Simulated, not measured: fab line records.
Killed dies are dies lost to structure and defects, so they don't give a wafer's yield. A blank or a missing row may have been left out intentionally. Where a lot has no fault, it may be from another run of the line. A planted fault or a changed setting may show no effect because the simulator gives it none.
Which tool is to blame? :: flow rit_cmos :: 14 lots (42 wafers sampled), 1 step of a 202-step route

WHAT THE GAUGES SHOWED, per wafer
RIT_ACTIVE_BOW_MEAS_00.
lot: L808
measured: day 1 10:02
on: film_metro-02
INCOMING_BOW (um): -6 5 -2

lot: L809
measured: day 1 15:01
on: film_metro-03
INCOMING_BOW (um): -9 1 -3

lot: L811
measured: day 2 01:01
on: film_metro-03
INCOMING_BOW (um): 3 -7 -7

lot: L813
measured: day 2 11:01
on: film_metro-02
INCOMING_BOW (um): 2 8 0

lot: L814
measured: day 2 16:00
on: film_metro-04
INCOMING_BOW (um): 10 6 -3

lot: L815
measured: day 2 21:02
on: film_metro-02
INCOMING_BOW (um): 14 -2 4

lot: L816
measured: day 3 02:01
on: film_metro-03
INCOMING_BOW (um): 1 2 -5

lot: L817
measured: day 3 07:00
on: film_metro-03
INCOMING_BOW (um): 0 0 -11

lot: L818
measured: day 3 12:01
on: film_metro-04
INCOMING_BOW (um): 6 -4 -2

lot: L819
measured: day 3 17:00
on: film_metro-02
INCOMING_BOW (um): -2 -5 -6

lot: L820
measured: day 3 22:00
on: film_metro-04
INCOMING_BOW (um): -6 -4 -2

lot: L821
measured: day 4 03:00
on: film_metro-02
INCOMING_BOW (um): -2 -1 -9

lot: L822
measured: day 4 08:04
on: film_metro-03
INCOMING_BOW (um): -5 3 8

lot: L831
measured: day 6 05:00
on: film_metro-04
INCOMING_BOW (um): 4 4 -5

TOOL THAT RAN EACH LOT (tool first, then ch and the chambers of the sampled wafers, then the start)
The record shows no process step preceding these readings.

AS READ BY THE TOOLS THEMSELVES (means over the sampled wafers that have a number; for cases with no such wafer, the mark the record gives instead)
The record holds no such reading with a usual standard deviation.

THE ANSWER, worked out from the rows above alone
Rule: usual is defined by the lots themselves. Put in order of their means at a reading, lots are off if they are a third of the lots or fewer, leave a main group of 4 or more, and stand apart from it by a gap of 3 or more times the standard deviation of the main group's means; of several such gaps the widest counts. If all means in a main group match to the digits the tables above print for the reading, that group is not used. A lot without any number at a reading at which 4 lots or more have one is off too. All remaining lots with rows at the step are treated as sound. After the gauges, taken in route order, come the tools' own readings; for these a lot's mean is taken, as printed above. At the first step where some lot is off, the reading lying furthest off is the one used; lots without a number count as furthest.
Nothing can be told from this: no lot is off at any reading shown.

WHAT THE SIMULATOR HAD PUT IN
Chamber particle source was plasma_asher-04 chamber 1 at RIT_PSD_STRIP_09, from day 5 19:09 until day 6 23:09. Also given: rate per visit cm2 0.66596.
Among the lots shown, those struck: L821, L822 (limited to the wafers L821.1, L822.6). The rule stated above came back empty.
